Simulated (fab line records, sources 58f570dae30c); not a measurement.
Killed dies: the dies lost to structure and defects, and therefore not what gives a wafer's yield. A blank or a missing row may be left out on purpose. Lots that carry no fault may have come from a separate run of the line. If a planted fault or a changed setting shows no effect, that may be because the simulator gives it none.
Tool commonality check ; flow berkeley cmos170 ; 15 lots and 45 wafers in the sample

## REASON FOR OPENING
Of 15 lots, 3 have the reading NSD_RS flagged at UCB170_SDANNEAL_RS_MEAS_03. Fault-free wafers read 37.23 ohm/sq, with a standard deviation of 0.097.
Rule: a lot gets a flag if all its wafers with a number sit over 4 standard deviations from that mean, or if no wafer of it has a number. The other lots count as sound.

lot;measured;on;NSD_RS (ohm/sq), wafer by wafer;flag
L992;day 7 09:01;film metro-04;37.24 37.19 37.18;
L993;day 8 05:00;film metro-04;37.44 37.28 37.27;
L994;day 8 12:34;film metro-03;37.38 37.39 37.36;
L997;day 8 12:49;film metro-04;37.11 36.98 37.08;
L996;day 8 13:07;film metro-03;37.12 37.17 37.17;
L101;day 9 17:12;film metro-03;45.26 45.24 45.20;FLAGGED
L103;day 10 14:46;film metro-04;45.19 45.09 45.14;FLAGGED
L107;day 10 21:29;film metro-03;37.27 37.14 37.34;
L105;day 10 21:39;film metro-02;45.18 45.21 44.99;FLAGGED
L108;day 10 21:41;film metro-04;37.27 37.28 37.29;
L106;day 10 21:56;film metro-03;37.38 37.32 37.37;
L109;day 11 13:56;film metro-04;37.09 37.22 37.15;
L110;day 11 14:00;film metro-02;37.18 37.28 37.23;
L114;day 12 00:32;film metro-02;37.37 37.27 37.35;
L112;day 12 01:32;film metro-04;37.08 37.19 37.14;
On average the flagged lots' numbers are 45.17 ohm/sq, which is +7.94 ohm/sq against the usual, or +82 standard deviations.

## EACH LOT AND THE TOOL IT RAN ON
2 process steps preceding the reading are held in the record, out of 331 steps in the route. Each cell gives the tool, then ch followed by the chambers the sampled wafers passed through, then the start.
lot;flag;UCB170_NSD_IMPLANT_08;UCB170_NSD_STRIP_09
L992;;implanter-02 ch 0, day 7 07:25;plasma asher-03 ch 0,1, day 7 07:33
L993;;implanter-01 ch 0, day 8 03:17;plasma asher-04 ch 0,1, day 8 03:26
L994;;implanter-01 ch 0, day 8 11:05;plasma asher-03 ch 0,1, day 8 11:14
L997;;implanter-01 ch 0, day 8 11:20;plasma asher-02 ch 0,1, day 8 11:29
L996;;implanter-01 ch 0, day 8 11:37;plasma asher-03 ch 0,1, day 8 11:46
L101;FLAGGED;implanter-01 ch 0, day 9 15:32;plasma asher-04 ch 0,1, day 9 15:41
L103;FLAGGED;implanter-01 ch 0, day 10 13:16;plasma asher-04 ch 0,1, day 10 13:23
L107;;implanter-03 ch 0, day 10 19:52;plasma asher-03 ch 0,1, day 10 19:59
L105;FLAGGED;implanter-01 ch 0, day 10 20:04;plasma asher-02 ch 0,1, day 10 20:13
L108;;implanter-02 ch 0, day 10 20:12;plasma asher-04 ch 0,1, day 10 20:20
L106;;implanter-03 ch 0, day 10 20:24;plasma asher-02 ch 0,1, day 10 20:33
L109;;implanter-02 ch 0, day 11 11:44;plasma asher-04 ch 0,1, day 11 11:53
L110;;implanter-03 ch 0, day 11 12:01;plasma asher-02 ch 0,1, day 11 12:10
L114;;implanter-02 ch 0, day 11 22:59;plasma asher-03 ch 0,1, day 11 23:08
L112;;implanter-02 ch 0, day 11 23:16;plasma asher-04 ch 0,1, day 11 23:29
What is done by these steps:
- UCB170_NSD_IMPLANT_08
- UCB170_NSD_STRIP_09: strips in O2.
- UCB170_SDANNEAL_RS_MEAS_03: measures by four-point-probe.

## FLAGGED AGAINST TOTAL, ONE TOOL AT A TIME (gauges that did the reading follow at the end)
step;tool;lots run;flagged;share of the flagged lots;sound lots run after its first flagged lot
UCB170_NSD_IMPLANT_08;implanter-01;7;3;all;0
UCB170_NSD_IMPLANT_08;implanter-02;5;0;none;-
UCB170_NSD_IMPLANT_08;implanter-03;3;0;none;-
UCB170_NSD_STRIP_09;plasma asher-02;4;1;some;2 (L106,L110)
UCB170_NSD_STRIP_09;plasma asher-03;5;0;none;-
UCB170_NSD_STRIP_09;plasma asher-04;6;2;some;3 (L108,L109,L112)
UCB170_SDANNEAL_RS_MEAS_03;film metro-02;3;1;some;2 (L110,L114)
UCB170_SDANNEAL_RS_MEAS_03;film metro-03;5;1;some;2 (L107,L106)
UCB170_SDANNEAL_RS_MEAS_03;film metro-04;7;1;some;3 (L108,L109,L112)

## WHAT THE TABLE ALLOWS
Rows of the table that ran each flagged lot: 1, that is implanter-01 at UCB170_NSD_IMPLANT_08.
- implanter-01 at UCB170_NSD_IMPLANT_08 ran 7 lots, 3 of them flagged. A fault beginning between L996 (day 8 11:37), its last sound lot, and L101 (day 9 15:32), its first flagged one, fits the data. Its own readings (dose ions cm2, faraday current uA) fall more than 4 standard deviations out on all wafers of the flagged lots.
One tool is left: implanter-01 at UCB170_NSD_IMPLANT_08.

## WHAT THE SIMULATOR HAD PUT IN
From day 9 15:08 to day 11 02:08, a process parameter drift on implanter-01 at UCB170_NSD_IMPLANT_08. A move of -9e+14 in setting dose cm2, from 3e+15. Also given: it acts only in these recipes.
Lots struck among those shown: L101, L103, L105. The same result came from the rule above.
